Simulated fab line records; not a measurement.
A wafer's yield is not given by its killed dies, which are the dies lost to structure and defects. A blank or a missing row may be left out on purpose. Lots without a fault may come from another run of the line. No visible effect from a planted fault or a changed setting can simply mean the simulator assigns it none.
Split-lot trial    flow rit-cmos    23 wafers read from 5 lots, route of 202 steps

## ON THE SPLIT
At RIT_PWELL_IMPLANT_08, the setting dose-cm2 was moved away from the recipe's 7e+13 on 5 of the 23 wafers read, by -6.3% to -5.2%. All remaining wafers had this setting at the recipe value.

## FROM THE SPLIT TO THE READING: what the file shows between them, 4 steps
- RIT_PWELL_STRIP_09: strips in O2, time 180 s
- RIT_PWELL_TW_MEAS_10
- RIT_WELLDRIVE_ANNEAL_00: time 14700 s
- RIT_WELLDRIVE_RS_MEAS_01: measures by four-point-probe

## THE READING
Measured at RIT_WELLDRIVE_RS_MEAS_02 by four-point probe: PWELL_RS, in ohm/sq. Fault-free wafers of this fab line usually give 429.9 ohm/sq, standard deviation 1.3 ohm/sq.

wafer   tool, chamber at the split  dose-cm2 as run  against the recipe  PWELL_RS, ohm/sq  against lot-mates on the recipe
L075.1  implanter-01, 0             6.634e+13        -5.2%               444.3             +15.5
L075.2  implanter-01, 0             7e+13            recipe              428.8             -
L075.3  implanter-01, 0             6.634e+13        -5.2%               443.2             +14.4
L075.4  implanter-01, 0             6.634e+13        -5.2%               445.0             +16.2
L075.5  implanter-01, 0             7e+13            recipe              428.8             -
L076.1  implanter-04, 0             7e+13            recipe              431.4             -
L076.3  implanter-04, 0             7e+13            recipe              431.7             -
L076.4  implanter-04, 0             7e+13            recipe              432.1             -
L076.5  implanter-04, 0             7e+13            recipe              430.3             -
L076.6  implanter-04, 0             7e+13            recipe              430.9             -
L079.1  implanter-02, 0             7e+13            recipe              430.0             -
L079.3  implanter-02, 0             7e+13            recipe              428.6             -
L079.4  implanter-02, 0             7e+13            recipe              427.8             -
L079.5  implanter-02, 0             7e+13            recipe              429.2             -
L079.6  implanter-02, 0             7e+13            recipe              429.7             -
L080.3  implanter-01, 0             7e+13            recipe              430.6             -
L080.4  implanter-01, 0             7e+13            recipe              429.2             -
L080.6  implanter-01, 0             7e+13            recipe              430.3             -
L083.1  implanter-04, 0             7e+13            recipe              431.6             -
L083.3  implanter-04, 0             7e+13            recipe              429.7             -
L083.4  implanter-04, 0             7e+13            recipe              429.7             -
L083.5  implanter-04, 0             6.561e+13        -6.3%               448.5             +18.2
L083.6  implanter-04, 0             6.561e+13        -6.3%               449.2             +18.9

FIT RESULTS
A straight line over all 23 wafers: PWELL_RS changes by -2.85 ohm/sq for each +1% of dose-cm2; r = -0.99; the points scatter about the line by 1.2 ohm/sq.
The same after taking each lot's own level away (the mean of its wafers on the recipe; 23 wafers): -2.95 ohm/sq for each +1%; r = -1.00; scatter 0.71 ohm/sq.
The reading moves by 18 ohm/sq for the largest change in dose-cm2, on that fit.
The span of the lots' own levels, 428.80 to 431.28 ohm/sq, comes to 1.9 times the standard deviation stated above.
So the lot-to-lot level changes the slope little: the two slopes agree.
Check: with one of the wafers moved furthest among these (-6.3%) left out of the fit, the line predicts +18.6 ohm/sq for it against its lot-mates. It came out at +18.2 ohm/sq against them.

## THE OTHER SPLITS THESE WAFERS WENT THROUGH
Other splits were also applied to these wafers ahead of the reading. Each is held against what the fit with the lots' levels taken away leaves over:
other split on the same wafers   wafers away from the commonest value  r with PWELL_RS (lot level and that fit taken away)
RIT_ACTIVE_CVD_03 time-s         15                                    +0.01
RIT_ACTIVE_COAT_06 spin-rpm      9                                     -0.06
RIT_FOX1_OXIDATION_00 temp-c     15                                    -0.01
RIT_FOX2_OXIDATION_00 ox-time-s  15                                    +0.00
RIT_NWELL_IMPLANT_08 dose-cm2    6                                     -0.04

## THE WHOLE CHAIN: every reading that the file lists as answering this split, in the file's order
step                      what it does                  reading   change (the file's fit)            r (the file's)
RIT_PWELL_TW_MEAS_10                                    PWELL_TW  +3.16 for each +1% of the setting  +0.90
RIT_WELLDRIVE_RS_MEAS_02  measures by four-point-probe  PWELL_RS  -2.94 for each +1% of the setting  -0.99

## FILE'S OWN FIT
PWELL_RS changes by -2.94 ohm/sq for each +1% of dose-cm2, r = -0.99.
